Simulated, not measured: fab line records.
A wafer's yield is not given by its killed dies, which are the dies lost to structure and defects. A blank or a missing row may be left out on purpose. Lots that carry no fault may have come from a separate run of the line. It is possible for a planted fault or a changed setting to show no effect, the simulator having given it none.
Which of the tools did it? + flow berkeleyCmos170 + at 1 step of a route of 331, 14 lots with 42 wafers sampled

== WHAT THE GAUGES SHOWED, per wafer ==
No reading from a measuring or inspecting step in the record can be judged against a usual standard deviation.

== EACH LOT AND THE TOOL THAT RAN IT (in order: tool; ch and the chambers of the sampled wafers; start) ==
| lot  | UCB170_M1_DEVELOP_08             |
|------|----------------------------------|
| L573 | lithoTrack-02 ch 0, day 7 23:00  |
| L575 | lithoTrack-03 ch 0, day 8 05:00  |
| L577 | lithoTrack-01 ch 0, day 8 06:00  |
| L574 | lithoTrack-03 ch 0, day 8 06:00  |
| L576 | lithoTrack-02 ch 0, day 8 09:00  |
| L580 | lithoTrack-01 ch 0, day 8 16:00  |
| L579 | lithoTrack-03 ch 0, day 8 17:00  |
| L578 | lithoTrack-01 ch 0, day 8 17:00  |
| L581 | lithoTrack-03 ch 0, day 9 05:00  |
| L582 | lithoTrack-03 ch 0, day 9 06:00  |
| L583 | lithoTrack-03 ch 0, day 9 22:00  |
| L585 | lithoTrack-03, day 9 23:00       |
| L587 | lithoTrack-02, day 10 04:00      |
| L590 | lithoTrack-02 ch 0, day 11 08:00 |
- UCB170_M1_DEVELOP_08: develop time 45 s.

== AS READ BY THE TOOLS THEMSELVES (means over the sampled wafers that have a number; for cases with no such wafer, the mark the record gives instead) ==
UCB170_M1_DEVELOP_08. Usual: chillPlateTempC 22.98 C, standard deviation 0.11; developerTempC 21.01 C, standard deviation 0.11.
| lot  | tool          | chillPlateTempC (C) | developerTempC (C) | flag |
|------|---------------|---------------------|--------------------|------|
| L573 | lithoTrack-02 | 23.09               | 20.86              |      |
| L575 | lithoTrack-03 | 22.91               | 21.03              |      |
| L577 | lithoTrack-01 | 22.83               | 21.07              |      |
| L574 | lithoTrack-03 | 22.99               | 21.00              |      |
| L576 | lithoTrack-02 | 22.89               | 21.08              |      |
| L580 | lithoTrack-01 | 23.09               | 20.96              |      |
| L579 | lithoTrack-03 | 22.90               | 20.99              |      |
| L578 | lithoTrack-01 | 22.95               | 20.85              |      |
| L581 | lithoTrack-03 | 22.99               | 21.12              |      |
| L582 | lithoTrack-03 | 23.06               | 21.20              |      |
| L583 | lithoTrack-03 | 22.94               | 21.09              |      |
| L585 | lithoTrack-03 | -                   | -                  | OFF  |
| L587 | lithoTrack-02 | -                   | -                  | OFF  |
| L590 | lithoTrack-02 | 23.06               | 20.90              |      |

== THE ANSWER, worked out from the rows above alone ==
Rule: a lot counts as off when the mean over its wafers that have a number is more than 3 standard deviations away from the usual mean. A lot without any number at a reading at which 4 lots or more have one is off too. The other lots that the step has rows for count as sound. The gauges are gone through in route order, then the tools' own readings, and for those a lot's mean is taken as printed above. The first step at which some lot is off is used, and at that step the reading that is off furthest; a lot without a number counts as furthest.
Off: L585, L587 (UCB170_M1_DEVELOP_08, chillPlateTempC). Without a number there: L585, L587.
A tool fits if, at that step or a process step before it, it ran every lot that is off, and no sound lot after the first of them. None of those tried fits.

== WHAT THE SIMULATOR HAD PUT IN ==
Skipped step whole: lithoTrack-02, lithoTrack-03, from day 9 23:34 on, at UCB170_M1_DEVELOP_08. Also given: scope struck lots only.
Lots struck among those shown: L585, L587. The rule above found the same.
